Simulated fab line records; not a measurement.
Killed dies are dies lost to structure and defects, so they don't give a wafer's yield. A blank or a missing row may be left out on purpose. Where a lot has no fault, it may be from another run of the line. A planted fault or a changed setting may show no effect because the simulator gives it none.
Split-lot trial || flow berkeleyCmos170 || 23 wafers read across 5 lots, on a route 331 steps long

## SPLIT DETAILS
At UCB170_GATE_OXIDATION_01 (target thk 6.6 nm, ox time 1800 s), the setting oxTimeS was moved away from the recipe's 1800 s on 10 of the 23 wafers read, by -8.8% to +9.6%. For the rest of the wafers, this setting stayed at what the recipe calls for.

There is no step in the file separating the split from the reading.

## THE READING
GATE_OXIDE_THK, in nm, at UCB170_GATE_THK_MEAS_02. On this fab line, fault-free wafers typically give 6.67 nm with a standard deviation of 0.11 nm.

{"wafer": "L074.2", "tool, chamber at the split": "-, -", "oxTimeS as run, s": 1972, "against the recipe": "+9.6%", "GATE_OXIDE_THK, nm": 7.03, "against lot-mates on the recipe": "no lot-mate on the recipe"}
{"wafer": "L074.3", "tool, chamber at the split": "-, -", "oxTimeS as run, s": 1972, "against the recipe": "+9.6%", "GATE_OXIDE_THK, nm": 7.03, "against lot-mates on the recipe": "no lot-mate on the recipe"}
{"wafer": "L074.4", "tool, chamber at the split": "-, -", "oxTimeS as run, s": 1972, "against the recipe": "+9.6%", "GATE_OXIDE_THK, nm": 7.05, "against lot-mates on the recipe": "no lot-mate on the recipe"}
{"wafer": "L074.5", "tool, chamber at the split": "-, -", "oxTimeS as run, s": 1972, "against the recipe": "+9.6%", "GATE_OXIDE_THK, nm": 7.08, "against lot-mates on the recipe": "no lot-mate on the recipe"}
{"wafer": "L074.6", "tool, chamber at the split": "-, -", "oxTimeS as run, s": 1972, "against the recipe": "+9.6%", "GATE_OXIDE_THK, nm": 7.17, "against lot-mates on the recipe": "no lot-mate on the recipe"}
{"wafer": "L075.1", "tool, chamber at the split": "-, -", "oxTimeS as run, s": 1642, "against the recipe": "-8.8%", "GATE_OXIDE_THK, nm": 6.11, "against lot-mates on the recipe": "no lot-mate on the recipe"}
{"wafer": "L075.2", "tool, chamber at the split": "-, -", "oxTimeS as run, s": 1642, "against the recipe": "-8.8%", "GATE_OXIDE_THK, nm": 6.09, "against lot-mates on the recipe": "no lot-mate on the recipe"}
{"wafer": "L075.4", "tool, chamber at the split": "-, -", "oxTimeS as run, s": 1642, "against the recipe": "-8.8%", "GATE_OXIDE_THK, nm": 6.14, "against lot-mates on the recipe": "no lot-mate on the recipe"}
{"wafer": "L075.5", "tool, chamber at the split": "-, -", "oxTimeS as run, s": 1642, "against the recipe": "-8.8%", "GATE_OXIDE_THK, nm": 6.21, "against lot-mates on the recipe": "no lot-mate on the recipe"}
{"wafer": "L075.6", "tool, chamber at the split": "-, -", "oxTimeS as run, s": 1642, "against the recipe": "-8.8%", "GATE_OXIDE_THK, nm": 6.29, "against lot-mates on the recipe": "no lot-mate on the recipe"}
{"wafer": "L076.2", "tool, chamber at the split": "furnace-03, 0", "oxTimeS as run, s": 1800, "against the recipe": "recipe", "GATE_OXIDE_THK, nm": 6.73, "against lot-mates on the recipe": "-"}
{"wafer": "L076.3", "tool, chamber at the split": "furnace-03, 0", "oxTimeS as run, s": 1800, "against the recipe": "recipe", "GATE_OXIDE_THK, nm": 6.69, "against lot-mates on the recipe": "-"}
{"wafer": "L076.4", "tool, chamber at the split": "furnace-03, 0", "oxTimeS as run, s": 1800, "against the recipe": "recipe", "GATE_OXIDE_THK, nm": 6.68, "against lot-mates on the recipe": "-"}
{"wafer": "L077.1", "tool, chamber at the split": "-, -", "oxTimeS as run, s": 1800, "against the recipe": "recipe", "GATE_OXIDE_THK, nm": 6.78, "against lot-mates on the recipe": "-"}
{"wafer": "L077.2", "tool, chamber at the split": "-, -", "oxTimeS as run, s": 1800, "against the recipe": "recipe", "GATE_OXIDE_THK, nm": 6.76, "against lot-mates on the recipe": "-"}
{"wafer": "L077.3", "tool, chamber at the split": "-, -", "oxTimeS as run, s": 1800, "against the recipe": "recipe", "GATE_OXIDE_THK, nm": 6.66, "against lot-mates on the recipe": "-"}
{"wafer": "L077.4", "tool, chamber at the split": "-, -", "oxTimeS as run, s": 1800, "against the recipe": "recipe", "GATE_OXIDE_THK, nm": 6.78, "against lot-mates on the recipe": "-"}
{"wafer": "L077.6", "tool, chamber at the split": "-, -", "oxTimeS as run, s": 1800, "against the recipe": "recipe", "GATE_OXIDE_THK, nm": 6.68, "against lot-mates on the recipe": "-"}
{"wafer": "L085.1", "tool, chamber at the split": "-, -", "oxTimeS as run, s": 1800, "against the recipe": "recipe", "GATE_OXIDE_THK, nm": 6.81, "against lot-mates on the recipe": "-"}
{"wafer": "L085.2", "tool, chamber at the split": "-, -", "oxTimeS as run, s": 1800, "against the recipe": "recipe", "GATE_OXIDE_THK, nm": 6.82, "against lot-mates on the recipe": "-"}
{"wafer": "L085.3", "tool, chamber at the split": "-, -", "oxTimeS as run, s": 1800, "against the recipe": "recipe", "GATE_OXIDE_THK, nm": 6.70, "against lot-mates on the recipe": "-"}
{"wafer": "L085.4", "tool, chamber at the split": "-, -", "oxTimeS as run, s": 1800, "against the recipe": "recipe", "GATE_OXIDE_THK, nm": 6.77, "against lot-mates on the recipe": "-"}
{"wafer": "L085.6", "tool, chamber at the split": "-, -", "oxTimeS as run, s": 1800, "against the recipe": "recipe", "GATE_OXIDE_THK, nm": 6.71, "against lot-mates on the recipe": "-"}

THE FIT
A straight line over all 23 wafers: GATE_OXIDE_THK changes by +0.049 nm for each +1% of oxTimeS; r = +0.96; the points scatter about the line by 0.092 nm.
Too few moved wafers with a lot-mate on the recipe to fit a line net of each lot's own level.

## THE WHOLE CHAIN: every reading that the file lists as answering this split, in the file's order
{"step": "UCB170_GATE_OXIDATION_01", "what it does": "target thk 6.6 nm, ox time 1800 s", "reading": "SiO2_of_GATE_OXIDATION_01.thkNm (the simulator's own value, which no gauge read)", "change (the file's fit)": "+0.0477 nm for each +1% of the setting", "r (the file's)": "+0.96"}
{"step": "UCB170_GATE_THK_MEAS_02", "what it does": "", "reading": "GATE_OXIDE_THK", "change (the file's fit)": "+0.0492 for each +1% of the setting", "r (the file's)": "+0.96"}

## THE FILE'S OWN FIT
GATE_OXIDE_THK changes by +0.0492 nm for each +1% of oxTimeS, r = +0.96.
